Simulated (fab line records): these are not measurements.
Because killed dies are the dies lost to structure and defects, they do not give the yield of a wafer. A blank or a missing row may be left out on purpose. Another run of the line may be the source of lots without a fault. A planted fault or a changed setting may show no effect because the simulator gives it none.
Which tool did it? | flow berkeley cmos170 | Sampling: 14 lots, 42 wafers, 2 of 331 route steps

WHAT THE GAUGES READ, wafer by wafer
UCB170_NLDD_TW_MEAS_11. Usual: NLDD_TW 2221, standard deviation 15.
lot  | measured     | on            | NLDD_TW        | flag
L817 | day 5 19:37  | film metro-04 | 2218 2218 2222 |
L818 | day 6 00:21  | film metro-04 | 2213 2224 2211 |
L820 | day 6 21:49  | film metro-04 | 2205 2194 2210 |
L821 | day 6 22:32  | film metro-02 | 2248 2254 2238 |
L819 | day 6 22:49  | film metro-03 | 2221 2233 2232 |
L824 | day 7 04:14  | film metro-03 | 2216 2203 2203 |
L823 | day 7 04:29  | film metro-04 | 2214 2204 2194 |
L822 | day 7 04:39  | film metro-02 | 2254 2252 2247 |
L827 | day 8 03:01  | film metro-03 | 2210 2214 2216 |
L826 | day 8 03:29  | film metro-04 | 2224 2218 2203 |
L831 | day 8 22:54  | film metro-04 | 2215 2204 2220 |
L835 | day 10 07:29 | film metro-03 | 30 30 30       | OFF
L839 | day 10 23:17 | film metro-03 | 30 30 30       | OFF
L840 | day 10 23:47 | film metro-02 | 2231 2230 2237 |

WHAT TOOL EACH LOT RAN ON (gives the tool, then ch and the chambers of the sampled wafers, and finally the start)
lot  | UCB170_NLDD_DEVELOP_05
L817 | litho track-01 ch 0, day 5 18:00
L818 | litho track-04 ch 0, day 5 23:00
L820 | litho track-04 ch 0, day 6 21:00
L821 | litho track-04 ch 0, day 6 21:00
L819 | litho track-04 ch 0, day 6 22:00
L824 | litho track-02 ch 0, day 7 03:00
L823 | litho track-04 ch 0, day 7 03:00
L822 | litho track-01 ch 0, day 7 03:00
L827 | litho track-01 ch 0, day 8 02:00
L826 | litho track-04 ch 0, day 8 02:00
L831 | litho track-01 ch 0, day 8 22:00
L835 | litho track-01 ch 0, day 10 06:00
L839 | litho track-01 ch 0, day 10 22:00
L840 | litho track-04 ch 0, day 10 22:00
- UCB170_NLDD_DEVELOP_05: develop time 45 s.

WHAT THE TOOLS THEMSELVES READ (means of the sampled wafers that have a number; where no wafer has one, the mark that the record gives instead)
The record holds no such reading with a usual standard deviation.

THE ANSWER, worked out from the rows above alone
Rule: a lot is off if the mean of its wafers that have a number lies more than 3 standard deviations from the usual mean. A lot without any number at a reading at which 4 lots or more have one is off too. Where the step has rows for the other lots, those lots are counted as sound. First the gauges in route order, then the tools' own readings, where a lot's mean is used as printed above. The first step at which some lot is off is used, and at that step the reading that is off furthest; a lot without a number counts as furthest.
Off: L835, L839, at UCB170_NLDD_TW_MEAS_11 (NLDD_TW).
A tool fits if, at a process step before that reading, it ran every lot that is off, and no sound lot after the first of them. Gauges at UCB170_NLDD_TW_MEAS_11: tried the same way as those tools. This does not decide it: 2 tools fit, namely litho track-01 at UCB170_NLDD_DEVELOP_05 and film metro-03 at UCB170_NLDD_TW_MEAS_11.

WHAT THE SIMULATOR HAD PUT IN
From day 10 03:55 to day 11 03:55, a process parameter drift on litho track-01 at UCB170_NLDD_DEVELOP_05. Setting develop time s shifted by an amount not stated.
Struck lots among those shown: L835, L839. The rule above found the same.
